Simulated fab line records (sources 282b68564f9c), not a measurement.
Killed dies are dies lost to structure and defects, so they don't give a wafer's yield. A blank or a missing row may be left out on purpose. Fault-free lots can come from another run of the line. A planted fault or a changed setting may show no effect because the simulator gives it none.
2 desks looking at one fault ; flow rit_cmos ; each desk has only its own numbers; what lay behind them comes last

THE METROLOGY DESK
What the gauges read for every lot (on any tool): the sampled wafers with a number, averaged. If a lot's mean is further than 4 standard deviations from the usual mean, the lot is out of limits and carries the mark OUT (the distance appears in the brackets).
Columns: A = NLDD_TW at RIT_NLDD_TW_MEAS_10, usual 2480; B = NLDD_RS at RIT_SDANNEAL_RS_MEAS_07, usual 151.7 ohm/sq
lot;first seen here;A;B
L316;day 3 04:47;2503;151.8
L317;day 3 08:44;2505;151.5
L318;day 3 12:59;2444;152.1
L319;day 3 18:05;2501;151.4
L320;day 4 01:41;2484;152.2
L321;day 4 05:18;2452;151.7
L322;day 4 10:07;2484;152.0
L324;day 4 17:22;2909 (+20) OUT;91.9 (-99 or more) OUT
L325;day 4 23:09;2910 (+20) OUT;92.1 (-99 or more) OUT
L328;day 5 13:21;2453;151.2
L334;day 6 21:22;2457;151.1
L336;day 7 19:17;2489;151.9
L338;day 7 19:23;2440;151.1
L339;day 8 04:22;2493;151.8
This desk reports L324, L325 out of limits; the earliest was L324 at day 4 17:22 (NLDD_TW at RIT_NLDD_TW_MEAS_10). Within limits: L316, L317, L318, L319, L320, L321, L322, L328, L334, L336, L338, L339.

THE TOOL OWNER'S DESK: implanter-01
RIT_NLDD_IMPLANT_08, tool's own readings: per-lot mean of the sampled wafers with a number, covering each lot this tool ran. If a lot's mean is further than 4 standard deviations from the usual mean, the lot is out of limits and carries the mark OUT (the distance appears in the brackets).
Columns: A = beam_energy_keV at RIT_NLDD_IMPLANT_08, usual 20.000; B = dose_ions_cm2 at RIT_NLDD_IMPLANT_08, usual 5.001e+14; C = end_station_pressure_torr at RIT_NLDD_IMPLANT_08, usual 6.2e-06 Torr; D = faraday_current_uA at RIT_NLDD_IMPLANT_08, usual 1571
lot;first seen here;A;B;C;D
L318;day 3 12:40;20.004;5.007e+14;6.2e-06;1560
L319;day 3 17:47;19.997;4.995e+14;6.0e-06;1597
L321;day 4 04:59;20.005;5.001e+14;6.0e-06;1574
L322;day 4 09:47;19.999;5.006e+14;6.3e-06;1594
L324;day 4 17:03;20.000;9.261e+14 (+99 or more) OUT;7.0e-06;2888 (+44) OUT
L325;day 4 22:52;20.000;9.258e+14 (+99 or more) OUT;7.3e-06;2874 (+43) OUT
Finding of this desk: L324, L325 out of limits; the first was L324 at day 4 17:03, on dose_ions_cm2 at RIT_NLDD_IMPLANT_08. Within limits: L318, L319, L321, L322.

PUT TOGETHER
At day 4 17:03, on L324, L325, the tool owner's desk was in a position to raise an alarm.
L324, L325 would have let the metrology desk raise an alarm at day 4 17:22.
All the named lots went through RIT_NLDD_IMPLANT_08 on implanter-01.

WHAT THE SIMULATOR HAD PUT IN
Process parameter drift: implanter-01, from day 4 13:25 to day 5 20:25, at RIT_NLDD_IMPLANT_08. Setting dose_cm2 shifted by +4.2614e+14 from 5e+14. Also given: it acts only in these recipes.
Lots struck among those shown: L324, L325.
Fault start to first reading out of limits, in hours, per desk: tool owner, 4; metrology, 4.
